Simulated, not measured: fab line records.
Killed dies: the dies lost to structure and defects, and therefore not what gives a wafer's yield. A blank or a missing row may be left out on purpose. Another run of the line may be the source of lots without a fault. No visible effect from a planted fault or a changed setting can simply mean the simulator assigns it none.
Split-lot trial | flow berkeley cmos170 | on a route of 331 steps: 5 lots, 23 wafers read

## THE SPLIT
At UCB170_PLDD_PEB_04, the setting peb temp c was moved away from the recipe's 130 C on 10 of the 23 wafers read, by -1.8% to +2.1%. For the rest of the wafers, this setting stayed at what the recipe calls for.

## FROM THE SPLIT TO THE READING: what the file shows between them, 1 step
- UCB170_PLDD_DEVELOP_05: develop time 45 s

## THE READING
At UCB170_PLDD_CD_MEAS_06: cd nm in nanometres, against a target cd of 1200 nm. On this fab line, fault-free wafers typically give 1200.3 nm with a standard deviation of 1.4 nm.

wafer  | tool, chamber at the split | peb temp c as run, C | against the recipe | cd nm, nm | against lot-mates on the recipe
L075.1 | litho track-04, 0          | 130                  | recipe             | 1200.5    | -
L075.2 | litho track-04, 0          | 132.7                | +2.1%              | 1216.5    | +15.4
L075.3 | litho track-04, 0          | 130                  | recipe             | 1201.7    | -
L075.5 | litho track-04, 0          | 132.7                | +2.1%              | 1216.1    | +15.0
L075.6 | litho track-04, 0          | 132.7                | +2.1%              | 1216.7    | +15.6
L079.1 | litho track-03, 0          | 127.7                | -1.8%              | 1181.7    | -17.1
L079.2 | litho track-03, 0          | 127.7                | -1.8%              | 1183.7    | -15.1
L079.3 | litho track-03, 0          | 130                  | recipe             | 1198.5    | -
L079.5 | litho track-03, 0          | 130                  | recipe             | 1199.1    | -
L079.6 | litho track-03, 0          | 127.7                | -1.8%              | 1181.7    | -17.1
L080.1 | litho track-02, 0          | 130                  | recipe             | 1201.1    | -
L080.3 | litho track-02, 0          | 130                  | recipe             | 1201.6    | -
L080.4 | litho track-02, 0          | 130                  | recipe             | 1200.6    | -
L080.5 | litho track-02, 0          | 128.9                | -0.8%              | 1192.6    | -8.5
L080.6 | litho track-02, 0          | 128.9                | -0.8%              | 1194.2    | -6.9
L082.2 | litho track-02, 0          | 130                  | recipe             | 1200.4    | -
L082.3 | litho track-02, 0          | 130                  | recipe             | 1200.6    | -
L082.6 | litho track-02, 0          | 130                  | recipe             | 1198.0    | -
L085.1 | litho track-04, 0          | 130                  | recipe             | 1198.4    | -
L085.2 | litho track-04, 0          | 128                  | -1.5%              | 1185.4    | -13.4
L085.3 | litho track-04, 0          | 128                  | -1.5%              | 1185.8    | -13.0
L085.4 | litho track-04, 0          | 130                  | recipe             | 1199.1    | -
L085.5 | litho track-04, 0          | 130                  | recipe             | 1199.0    | -

THE FIT
A straight line over all 23 wafers: cd nm changes by +8.75 nm for each +1% of peb temp c; r = +0.99; the points scatter about the line by 1.4 nm.
The same after taking each lot's own level away (the mean of its wafers on the recipe; 23 wafers): +8.22 nm for each +1%; r = +0.99; scatter 1.1 nm.
Per that fit: largest peb temp c move, reading shift of 17 nm.
Measured against the standard deviation above, the lots' own levels, which go from 1198.80 to 1201.10 nm, span 1.6 times it.
The two slopes are in agreement: the lot-to-lot level therefore moves the slope only a little.
Check: for one of the wafers moved furthest among these (+2.1%), held out of the fit, the line's prediction against its lot-mates is +16.8 nm. It came out at +15.4 nm against them.

## THE FILE'S OWN FIT
cd nm changes by +8.35 nm for each +1% of peb temp c, r = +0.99.
